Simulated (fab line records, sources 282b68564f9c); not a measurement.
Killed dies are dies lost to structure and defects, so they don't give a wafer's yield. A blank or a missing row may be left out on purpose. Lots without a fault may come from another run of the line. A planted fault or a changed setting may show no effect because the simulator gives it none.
fab line records | flow rit_cmos
record lots=14 wafers=42 last_day=7
route steps=202 shown GATE@84
lots that met no fault: from a run of the same line without faults
start_h: hours from the record's first day to the start of the lot's first wafer shown | wait_h: hours since the lot's step before | " the same as in the row above | L1.1+2: a row that stands for several wafers | - no value, or no start given | * or withheld: withheld | < > ~ a bound
route shown NAME@n: a module of which the file shows steps, and the number in the route of the first | usual: mean/standard deviation of fault-free wafers | same: alike in all rows | chamber/n: place in a boat | sites: the reading at each site | _std_site: their standard deviation | _edge_site: outer sites' mean less inner sites' | radius_mm: how far each site lies from the wafer's centre | mask NAME#n: copy n | behind: the tool/chamber that last shaped the wafer | hold: why the lot was held/for how many hours/how that ended | device: the transistor (n, p or np) that didn't switch | end of line: the same wafers' tests at the end of the route | a step without rows: its recipe alone | killed: dies lost to structure and defects at the first sort, not the wafer's yield | map: a wafer's dies, x killed, . not, _ none there
set.NAME: the setting as run; set.NAME@STEP: as run at that earlier step | model.NAME: the simulator's own value behind a step, which no gauge read
steps of the route over a sample of lots; a table a step, a row a wafer
services: from which hour (start_h, from the record's first day; less than 0 if before it) a tool's chamber was out of use, for how many hours, and why
## steps
# step RIT_GATE_CVD_08
# recipe material=poly-Si target_thk_nm=250 temp_c=610 precursor=SiH4 time_s=2220 pressure_mtorr=300 sih4_flow_sccm=100
# usual pressure_mtorr=299.8/0.65
# columns lot.wafer tool chamber start_h wait_h pressure_mtorr
L234.1 lpcvd-02 1 36.58 0.1 299.1
L234.2 " 1 " " 300.3
L234.4 " 1 " " 299.6
L235.1 lpcvd-02 1 43.70 0.1 300.1
L235.2 " 1 " " 299.7
L235.6 " 1 " " 299.8
L236.2 lpcvd-02 0 49.55 0.0 300.3
L236.4 " 0 " " 300.1
L236.6 " 0 " " 300.1
L237.1 lpcvd-02 1 52.99 0.1 299.3
L237.4 " 1 " " 298.9
L237.6 " 1 " " 299.1
L238.1 lpcvd-02 0 57.21 0.1 299.8
L238.3 " 0 " " 299.0
L238.4 " 0 " " 299.6
L240.1 lpcvd-02 1 68.68 0.1 298.9
L240.3 " 1 " " 298.8
L240.6 " 1 " " 299.2
L241.1 lpcvd-01 0 80.83 1.2 300.1
L241.2 " 0 " " 299.4
L241.3 " 0 " " 299.7
L242.2 lpcvd-02 0 81.56 0.0 299.7
L242.5 " 0 " " 299.4
L242.6 " 0 " " 298.9
L243.1 lpcvd-02 0 83.81 0.1 299.3
L243.3 " 0 " " 299.7
L243.4 " 0 " " 299.8
L244.2 lpcvd-02 0 90.02 0.0 299.8
L244.4 " 0 " " 299.7
L244.5 " 0 " " 299.8
L246.1 lpcvd-02 0 98.60 0.1 298.5
L246.3 " 0 " " 298.7
L246.4 " 0 " " 299.9
L248.2 lpcvd-02 0 108.09 0.1 449.4
L248.3 " 0 " " 449.1
L248.6 " 0 " " 449.1
L249.1 lpcvd-02 0 115.13 0.1 450.2
L249.4 " 0 " " 449.8
L249.5 " 0 " " 449.6
L254.1 lpcvd-01 0 139.13 1.4 299.9
L254.3 " 0 " " 301.3
L254.6 " 0 " " 300.2
# step RIT_GATE_THK_MEAS_09
# recipe reads=poly-Si_of_GATE_CVD_08
# usual GATE_POLY_THK=251.8/2.1
# columns lot.wafer tool chamber start_h wait_h GATE_POLY_THK[nm]
L234.1 film_metro-04 - 38.20 0.0 253.4
L234.2 " - " " 254.2
L234.4 " - " " 252.4
L235.1 film_metro-03 - 45.31 0.0 247.1
L235.2 " - " " 247.9
L235.6 " - " " 250.4
L236.2 film_metro-02 - 51.18 0.0 255.1
L236.4 " - " " 254.7
L236.6 " - " " 253.8
L237.1 film_metro-02 - 54.61 0.0 255.1
L237.4 " - " " 253.3
L237.6 " - " " 252.9
L238.1 film_metro-03 - 58.82 0.0 252.0
L238.3 " - " " 251.0
L238.4 " - " " 250.5
L240.1 film_metro-03 - 70.29 0.0 250.6
L240.3 " - " " 250.1
L240.6 " - " " 249.6
L241.1 film_metro-02 - 82.45 0.0 246.4
L241.2 " - " " 245.8
L241.3 " - " " 245.6
L242.2 film_metro-03 - 83.19 0.0 249.9
L242.5 " - " " 250.4
L242.6 " - " " 252.0
L243.1 film_metro-04 - 85.43 0.0 251.7
L243.3 " - " " 250.8
L243.4 " - " " 251.9
L244.2 film_metro-04 - 91.65 0.0 253.8
L244.4 " - " " 250.1
L244.5 " - " " 250.7
L246.1 film_metro-03 - 100.22 0.0 253.6
L246.3 " - " " 252.5
L246.4 " - " " 253.8
L248.2 film_metro-04 - 109.71 0.0 309.1
L248.3 " - " " 307.9
L248.6 " - " " 310.3
L249.1 film_metro-02 - 116.74 0.0 309.1
L249.4 " - " " 309.6
L249.5 " - " " 310.6
L254.1 film_metro-03 - 140.75 0.0 254.8
L254.3 " - " " 251.8
L254.6 " - " " 252.6
# step RIT_GATE_ETCH_19
# recipe chemistry=SF6/CHF3/O2 time_s=165 SF6_flow_sccm=30 CHF3_flow_sccm=30 O2_flow_sccm=5 target=poly-Si pressure_mtorr=40 rf_w=160 target_depth_a=3125 over_etch_frac=0.25 stop_on=SiO2
# usual CHF3_flow_sccm=30.01/0.089 chamber_pressure_mTorr=40.00/0.039 drypump_motor_current_A=5.5/0.34 oes_product_au=0.851/0.017 rf_fwd_power_W=159.3/0.54 throttle_valve_pct=10.25/0.15
# columns lot.wafer tool chamber start_h wait_h CHF3_flow_sccm chamber_pressure_mTorr drypump_motor_current_A oes_product_au rf_fwd_power_W rf_hours_counter_h throttle_valve_pct
L234.1 rie_si-01 3 39.41 0.1 30.13 40.04 6.0 0.838 159.7 79 10.10
L234.2 " 1 " " 29.92 39.97 5.0 0.869 159.8 117 10.41
L234.4 " 2 " " 30.05 40.04 5.7 0.824 158.2 61 9.95
L235.1 rie_si-02 3 46.66 0.1 29.91 40.01 5.6 0.825 159.5 37 10.26
L235.2 " 2 " " 30.12 40.00 5.2 0.869 159.0 1 10.18
L235.6 " 2 " " 30.16 39.95 5.2 0.871 159.4 - 10.17
L236.2 rie_si-01 1 52.42 0.1 29.80 40.05 5.0 0.866 159.0 117 10.41
L236.4 " 3 " " 29.97 39.99 6.0 0.837 159.4 79 10.10
L236.6 " 0 " " 30.03 40.00 5.2 0.855 159.5 - 10.32
L237.1 rie_si-02 0 55.95 0.1 30.03 40.03 5.2 0.864 160.1 65 10.46
L237.4 " 2 " " 30.14 39.98 5.2 0.876 158.6 1 10.17
L237.6 " 2 " " 30.09 39.99 5.2 0.874 158.7 - 10.16
L238.1 rie_si-01 1 60.04 0.1 30.02 39.95 5.0 0.856 159.9 117 10.41
L238.3 " 2 " " 30.02 40.03 5.8 0.832 158.9 61 9.94
L238.4 " 3 " " 29.83 40.00 6.0 0.834 159.0 79 10.09
L240.1 rie_si-01 2 71.54 0.1 30.16 39.98 5.8 0.823 158.9 61 9.94
L240.3 " 3 " " 30.13 39.96 6.0 0.828 159.4 79 10.10
L240.6 " 2 " " 30.06 40.03 5.8 0.829 158.6 - 9.94
L241.1 rie_si-02 3 83.84 0.1 29.99 39.97 5.6 0.828 159.8 37 10.26
L241.2 " 0 " " 29.98 40.10 5.2 0.825 159.1 65 10.45
L241.3 " 2 " " 30.05 39.99 5.2 0.871 159.4 1 10.17
L242.2 rie_si-01 3 84.55 0.1 30.00 40.03 6.0 0.835 159.1 79 10.11
L242.5 " 0 " " 29.91 40.01 5.2 0.844 159.0 - 10.33
L242.6 " 3 " " 29.94 39.97 6.0 0.845 159.3 - 10.10
L243.1 rie_si-02 3 86.77 0.1 29.85 40.00 5.6 0.843 159.7 37 10.27
L243.3 " 1 " " 30.05 40.06 5.8 0.871 159.3 101 10.30
L243.4 " 0 " " 29.92 40.03 5.2 0.854 158.8 65 10.44
L244.2 rie_si-01 3 92.86 0.1 30.01 40.00 5.9 0.845 159.3 79 10.11
L244.4 " 0 " " 29.94 40.01 5.2 0.849 159.5 2 10.34
L244.5 " 0 " " 29.95 40.04 5.2 0.847 159.3 - 10.35
L246.1 rie_si-01 0 101.44 0.1 30.10 39.97 5.2 0.856 159.9 2 10.33
L246.3 " 1 " " 29.98 39.98 5.0 0.856 158.2 117 10.38
L246.4 " 2 " " 29.92 40.01 5.7 0.831 159.9 61 9.94
L248.2 rie_si-02 0 110.93 0.1 30.18 40.04 5.2 0.971 160.1 65 10.45
L248.3 " 1 " " 30.02 40.07 5.8 1.001 159.6 101 10.31
L248.6 " 1 " " 30.00 40.00 5.8 1.010 160.2 - 10.29
L249.1 rie_si-01 3 118.33 0.1 30.00 39.99 6.0 0.963 159.5 80 10.09
L249.4 " 0 " " 30.03 39.94 5.2 0.976 158.7 2 10.33
L249.5 " 0 " " 30.03 39.97 5.2 0.975 158.8 - 10.34
L254.1 rie_si-02 0 142.15 0.1 29.92 39.98 5.2 0.850 159.9 65 10.45
L254.3 " 2 " " 30.12 40.00 5.2 0.881 158.5 2 10.15
L254.6 " 1 " " 29.94 40.09 5.8 0.879 159.6 - 10.30
## services
# columns tool chamber start_h hours kind
rie_si-02 - 100.68 10.0 pm
## key
first_sign step=RIT_GATE_CVD_08 reading=pressure_mtorr direction=up sigmas=99+ usual=299.8 struck=449.6
effect step=RIT_GATE_THK_MEAS_09 reading=GATE_POLY_THK direction=up sigmas=28 usual=251.8 struck=309.4
effect step=RIT_GATE_ETCH_19 reading=oes_product_au direction=up sigmas=7.9 usual=0.851 struck=0.983
met_at RIT_GATE_CVD_08
struck_lots L248,L249
struck_wafers L248.2,L248.3,L248.6,L249.1,L249.4,L249.5
sort_left_out L248.2,L248.3,L248.6,L249.1,L249.4,L249.5
tester_left_out L248,L249
onset_between 98.60 108.09
fault kind=process_parameter_drift tool=lpcvd-02 chamber=0 onset_h=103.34 steps=RIT_GATE_CVD_08 channel=pressure_mtorr offset=150 shape=step end_h=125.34 acts_in=these_recipes_only stated=300
# tester_left_out: of these lots the tester's yield and bins aren't shown, on N5 and GAA mostly nor the transistor test; their killed dies are dies lost to structure and defects alone, not to doping, threshold or leakage, so they don't give the yield
# sort_left_out: the simulated sort isn't trusted on such a fault, so these wafers' sort isn't shown, and their yield isn't known
